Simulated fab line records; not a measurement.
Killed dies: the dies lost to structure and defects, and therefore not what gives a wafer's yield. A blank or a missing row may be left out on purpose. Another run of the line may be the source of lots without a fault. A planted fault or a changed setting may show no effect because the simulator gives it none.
8D (eight disciplines) problem report, filled in by code :: flow berkeley_cmos170 :: the parts of the form that need people (team, actions taken, sign-off) are left out

== 1. PROBLEM STATEMENT ==
SPACER_TEOS_THK at UCB170_SPACER_THK_MEAS_01 reads a mean of 493 nm on 1 wafer of 1 lot; wafers without a fault read 385 nm with a standard deviation of 5.6. That puts it +19 standard deviations away from the usual mean.
The first sign was on wafer L888.1 at day 10 07:14, on film_metro-03. At this step, 39 wafers from 13 lots have a number in the record. Rule for "out", or "out of limits": more than 4 standard deviations from the usual mean. The rest of the wafers with a number are treated as sound.

== 2. WHAT IT IS; WHAT IT IS NOT ==
question: which readings at this step
is: SPACER_TEOS_THK
is not: -

question: which lots
is: L888
is not: L870, L871, L872, L873, L875, L877, L878, L879, L880, L881, L882, L893

question: which wafers of those lots
is: L888.1
is not: L888.2, L888.5

question: read on which gauges
is: film_metro-03
is not: film_metro-02, film_metro-04

question: when
is: from day 10 07:14
is not: up to then (35 sound wafers); but 3 sound wafers of L893 came after

== 3. WHAT RULES OUT EACH SUSPECT ==
Counting: any tool at a process step up to the reading remains a suspect provided it ran every lot that is out. Sound lots after the first of them don't rule it out here, since some wafers of a struck lot are sound.
- the gauge at UCB170_SPACER_THK_MEAS_01 has been ruled out. All the wafers that are out were read on film_metro-03, but those of them that UCB170_SPACER_ETCHBACK_03 has rows for are out there too, on other tools.
- plasma_asher-02 at UCB170_PLDD_STRIP_10 (strips in O2): kept. L888, the lot that is out, went through it at day 10 05:07; up to then, the latest sound lot through it was L878 at day 8 01:17.
- pecvd-03 at UCB170_SPACER_CVD_00 (deposits SiO2 from TEOS/O2, target thk 376 nm, time 48.07 s): kept. L888, the lot that is out, went through it at day 10 07:12; up to then, the latest sound lot through it was L882 at day 9 00:11.
- The sound lot-mates ran in chamber 1 of plasma_asher-02 at UCB170_PLDD_STRIP_10, but the wafers that are out ran in chamber 0.
- The sound lot-mates ran in chamber 2 of pecvd-03 at UCB170_SPACER_CVD_00, but the wafers that are out ran in chamber 0.
After counting, plasma_asher-02 at UCB170_PLDD_STRIP_10 and pecvd-03 at UCB170_SPACER_CVD_00 remain.

== 4. THE CAUSE (what the simulator had put in) ==
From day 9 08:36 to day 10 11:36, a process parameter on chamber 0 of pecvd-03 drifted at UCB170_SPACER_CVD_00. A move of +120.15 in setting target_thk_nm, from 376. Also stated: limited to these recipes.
Counting leaves 2 suspects; this tool is one of them.

== 5. THE CHAIN OF EFFECTS, in route order ==
Each row: a reading where the mean over the struck wafers with a number is more than 3 standard deviations away from the usual. Scope: only readings with a usual standard deviation given in the record; hours: median across lots of the time from each lot's start at the first step in this table that gives one to its start at this step; sigmas: change in usual standard deviations.
hours: 0
step: UCB170_SPACER_THK_MEAS_01
reading: SPACER_TEOS_THK
usual: 385 nm
on struck wafers: 493
change: +108
sigmas: +19

hours: 5
step: UCB170_SPACER_ETCHBACK_03
reading: oes_product_au
usual: 0.914 a.u.
on struck wafers: 1.003
change: +0.089
sigmas: +4.9
Here are the process steps it includes:
- UCB170_SPACER_ETCHBACK_03: etches SiO2 in CHF3/CF4/Ar, stops on Si, target depth 376 nm, time 100 s.

== 6. WHAT WOULD HAVE CAUGHT IT SOONER ==
In this record the first reading out of limits at a measuring or inspecting step was taken at day 10 07:14, 23 hours after the fault began at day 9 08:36.
An alarm limit of 4 standard deviations would not have fired on the tool readings at UCB170_SPACER_CVD_00 for which the record gives a usual standard deviation, since none of them was out on any struck wafer.
All the lots that are out (1) had begun UCB170_SPACER_CVD_00 on pecvd-03 by day 10 07:14. Holding the tool at that point would not have protected any of them.
